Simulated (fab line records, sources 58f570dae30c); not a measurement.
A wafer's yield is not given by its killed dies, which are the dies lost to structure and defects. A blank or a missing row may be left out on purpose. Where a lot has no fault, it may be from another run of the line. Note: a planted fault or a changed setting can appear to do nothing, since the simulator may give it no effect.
8D (eight disciplines) problem report, filled in by code | flow berkeley cmos170 | the parts of the form that need people (team, actions taken, sign-off) are left out

1. THE ISSUE
Across 6 wafers from 2 lots, M1_AL_RS at UCB170_M1_RS_MEAS_01 averages 0.0585 ohm/sq, while fault-free wafers read 0.0482 ohm/sq with a standard deviation of 0.00057. That puts it +18 standard deviations away from the usual mean.
The step: measures by four-point-probe.
First seen on wafer L376.2, day 9 06:19, on film metro-04. The record has a number at this step for 42 wafers belonging to 14 lots. Rule for "out" (also "out of limits"): further than 4 standard deviations from the usual mean. All remaining wafers that have a number are taken as sound.

2. WHAT IT IS, WHAT IT ISN'T
question                    | is                           | is not
which readings at this step | M1_AL_RS                     | -
which lots                  | L376, L380                   | L370, L371, L372, L373, L374, L375, L382, L385, L387, L388, L390, L391
which wafers of those lots  | all that have a number       | -
read on which gauges        | film metro-01, film metro-04 | film metro-03
when                        | from day 9 06:19             | up to then (18 sound wafers); but 18 sound wafers of L382, L385, L387, L388, L390, L391 came after

3. WHAT RULES OUT EACH SUSPECT
Counting: a tool at any process step up to the reading remains a suspect when it ran all the lots that are out and ran no sound lot after the first of those.
- the gauge at UCB170_M1_RS_MEAS_01 is ruled out. Those wafers that are out were read across 2 gauges (film metro-01, film metro-04).
- plasma asher-02 at UCB170_PSD_STRIP_09 (strips in O2): ruled out as a lasting fault. Following L376 (day 8 14:01), the first lot on it that is out, the sound lots L382, L385, L388 were run on it.
- pvd sputter-03 at UCB170_M1_SPUTTER_00 (material Al, target thk 600 nm, time 80 s): kept. All lots that are out passed through it, beginning with L376 at day 9 06:14, and no sound lot followed; its final sound lot before that point was L375 at day 9 05:14. On those wafers its own readings are out: cathode dc power W.
Remaining after the count: pvd sputter-03 at UCB170_M1_SPUTTER_00.

4. THE CAUSE (what the simulator had put in)
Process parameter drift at UCB170_M1_SPUTTER_00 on pvd sputter-03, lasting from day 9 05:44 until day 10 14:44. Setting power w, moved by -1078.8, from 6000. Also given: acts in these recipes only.
The count eliminated every tool but this one.

5. THE EFFECT CHAIN, in route order
Rows list readings where the struck wafers' mean (over those with a number) sits beyond 3 standard deviations from the usual. Readings are gone through only where the record gives a usual standard deviation; hours: the median, over the lots, of the time from a lot's start at the first step in this table giving one to that lot's start at this step; sigmas: the change measured in usual standard deviations.
hours | step                    | reading            | usual         | on struck wafers | change  | sigmas
0     | UCB170_M1_SPUTTER_00    | cathode dc power W | 5999.9 W      | 4921.8           | -1078.1 | -99 or more
0     | UCB170_M1_RS_MEAS_01    | M1_AL_RS           | 0.0482 ohm/sq | 0.0585           | +0.0103 | +18
0     | UCB170_M1_THK_MEAS_02   | M1_AL_THK          | 607 nm        | 501              | -106    | -14
1     | UCB170_M1_METAL_ETCH_12 | oes product au     | 0.863 a.u.    | 0.779            | -0.084  | -6.4
Here are the process steps it includes:
- UCB170_M1_SPUTTER_00: material Al, target thk 600 nm, time 80 s.
- UCB170_M1_METAL_ETCH_12: etches Al in Cl2/BCl3, stops on PSG, target depth 780 nm, time 130 s.

6. WHAT WOULD HAVE CAUGHT IT SOONER
In this record the first reading out of limits at a measuring or inspecting step was taken at day 9 06:19, 1 hour after the fault began at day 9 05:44.
Tool's own readings at UCB170_M1_SPUTTER_00, cathode dc power W: out on all struck wafers the step has rows for; an alarm limit on them would have tripped on the first.
L380, from the lots that are out (2), started UCB170_M1_SPUTTER_00 on pvd sputter-03 later than day 9 06:19. Had the tool been put on hold then, it would have been spared.
